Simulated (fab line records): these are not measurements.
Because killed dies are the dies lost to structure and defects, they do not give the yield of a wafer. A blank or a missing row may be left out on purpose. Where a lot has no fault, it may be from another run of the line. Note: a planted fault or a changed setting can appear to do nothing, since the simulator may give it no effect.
Struck lot and sound lot, side by side :: flow rit cmos :: 15 steps out of a route of 202
Sound: the wafers L356.1, L356.2, L356.3. Struck: wafer L367.1 (L367.3, L367.5, from the same lot, were not struck and are left out); the cause is given at the end.
For every step that has rows: the tool of each side, followed by ch and its chambers, followed by its first start. Under that, the readings that differ: sound wafers :: struck wafers :: difference of the means :: sigmas: that difference in standard deviations of wafers without a fault.
alike: words and numbers the same on both sides, and readings whose means are apart by under 2 such deviations; not compared: readings that were withheld, readings missing a value for some wafer, numbers with overlapping values and no deviation given by the record, and bounds like >300 which may hide the same value.
Wherever a step has rows on one side only, a row that says differs or no value, or a row with sigmas, the two part there. Non-overlapping numbers with no deviation appear without sigmas and do not part them. Lack of a reading on every wafer of one side parts them only where that side has two or more wafers.

RIT_M1_SPUTTER_00: material Al, target thk 400 nm, time 500 s.
  sound on pvd sputter-03, day 4 16:58; struck on pvd sputter-04, day 6 23:01
  alike: throttle valve pct
RIT_M1_RS_MEAS_01: uses a four-point probe to measure.
  sound on film metro-02, day 4 17:16; struck on film metro-04, day 6 23:19
reading: M1_AL_RS (ohm/sq)
sound: 0.0725 0.0725 0.0729
struck: 0.0745
difference: +0.0019
sigmas: +3
RIT_M1_THK_MEAS_02: measures by xrf.
  sound on film metro-02, day 4 17:23; struck on film metro-04, day 6 23:26
  alike: M1_AL_THK
then, 6 steps without rows for these wafers: RIT_M1_HMDS_03 (prime time 60 s); RIT_M1_COAT_04 (resist thk 1300 nm); RIT_M1_SOFTBAKE_05 (time 60 s); RIT_M1_EXPOSE_06 (exposes mask M12, target cd 2600 nm); RIT_M1_PEB_07; RIT_M1_DEVELOP_08 (develop time 68 s).
RIT_M1_CD_MEAS_09: the cd target is 2600 nm.
  sound on cd sem-01, day 4 18:19; struck on cd sem-01, day 7 00:22
  alike: cd nm
RIT_M1_OVL_MEAS_10:
  sound on overlay-02, day 4 18:26; struck on overlay-02, day 7 00:29
  alike: M1_OVL
then, 1 step without rows for these wafers: RIT_M1_HARDBAKE_11 (time 120 s).
RIT_M1_METAL_ETCH_12: etches Al in Cl2/BCl3, stops on SiO2, time 165 s, target depth 600 nm.
  sound on rie metal-02 ch 0,1, day 4 18:43; struck on rie metal-03 ch 0, day 7 00:47
reading: over etch frac
sound: 0.5 0.5 0.5
struck: 0.46188
difference: -0.03812
sigmas: 
  alike: chamber pressure mTorr, drypump motor current A, oes product au, throttle valve pct
  not compared: rf hours counter h
then, 1 step without rows for these wafers: RIT_M1_STRIP_13 (strips in nmp, time 600 s).
RIT_M1_PROBE_99:
  sound on prober-01, day 4 21:20; struck on prober-01, day 7 03:02
  alike: defect limited yield, killed at contacts, killed at front end, killed dies, killed open, killed short, sort_bin_3_pad_short, sort_bin_5_function, sort_bin_6_memory, sort n pass, sort yield pct

== WHERE THEY PART ==
Only at RIT_M1_RS_MEAS_01, within this record. Later steps at which nothing parts them and some readings are alike: RIT_M1_THK_MEAS_02, RIT_M1_CD_MEAS_09, RIT_M1_OVL_MEAS_10, RIT_M1_METAL_ETCH_12, RIT_M1_PROBE_99.

WHY: what had been put in by the simulator
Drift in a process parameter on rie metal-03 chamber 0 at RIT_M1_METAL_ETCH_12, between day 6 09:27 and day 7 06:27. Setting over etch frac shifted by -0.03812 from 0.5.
